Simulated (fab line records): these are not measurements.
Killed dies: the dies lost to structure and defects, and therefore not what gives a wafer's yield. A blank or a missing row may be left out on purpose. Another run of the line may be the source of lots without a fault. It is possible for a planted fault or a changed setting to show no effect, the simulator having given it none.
Matching of chambers :: flow berkeley_cmos170 :: UCB170_V1_CMP_02 on cmp-02 has 4 sister chambers
The step polishes SiO2. 7 wafers are shown with their chamber, then 7 later ones without.

## WAFERS PAIRED WITH THEIR CHAMBERS
wafer: L613.3
chamber: 2
motor_current_A (A): 15.3

wafer: L617.3
chamber: 0
motor_current_A (A): 14.9

wafer: L617.4
chamber: 2
motor_current_A (A): 15.3

wafer: L621.1
chamber: 3
motor_current_A (A): 17.0

wafer: L621.6
chamber: 1
motor_current_A (A): 13.1

wafer: L626.2
chamber: 3
motor_current_A (A): 17.6

wafer: L626.5
chamber: 1
motor_current_A (A): 12.9

## WAFERS WITH NO CHAMBER GIVEN
wafer: L626.6
motor_current_A (A): 16.0

wafer: L622.3
motor_current_A (A): 15.3

wafer: L622.4
motor_current_A (A): 14.1

wafer: L622.6
motor_current_A (A): 15.0

wafer: L632.1
motor_current_A (A): 12.3

wafer: L632.2
motor_current_A (A): 14.6

wafer: L632.4
motor_current_A (A): 17.4

## EACH ONE'S CHAMBER
wafer: L626.6
from the rows above: can't be placed: 2 or 0
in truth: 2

wafer: L622.3
from the rows above: can't be placed: 2 or 0
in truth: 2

wafer: L622.4
from the rows above: can't be placed: 0 or 1 or 2
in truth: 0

wafer: L622.6
from the rows above: can't be placed: 0 or 2
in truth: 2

wafer: L632.1
from the rows above: 1
in truth: 1

wafer: L632.2
from the rows above: can't be placed: 0 or 2
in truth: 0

wafer: L632.4
from the rows above: 3
in truth: 3
Placed correctly: 2 of 7. Can't be placed from these rows: 5 (the true chamber is among the candidates in 5). 0 placed wrongly.
How it was worked out, from the rows above alone: a wafer's distance from a chamber is the root of the sum, over the readings, of the square of ((its reading less the chamber's mean) divided by the reading's scatter). If the next closest chamber is less than 2 further off than the closest, the wafer can't be placed; otherwise it belongs to the closest. A chamber's mean is the mean of its shown wafers. The scatter: the root of (the sum of the squares of (reading less its chamber's mean) over the shown wafers, divided by (wafers less chambers)).
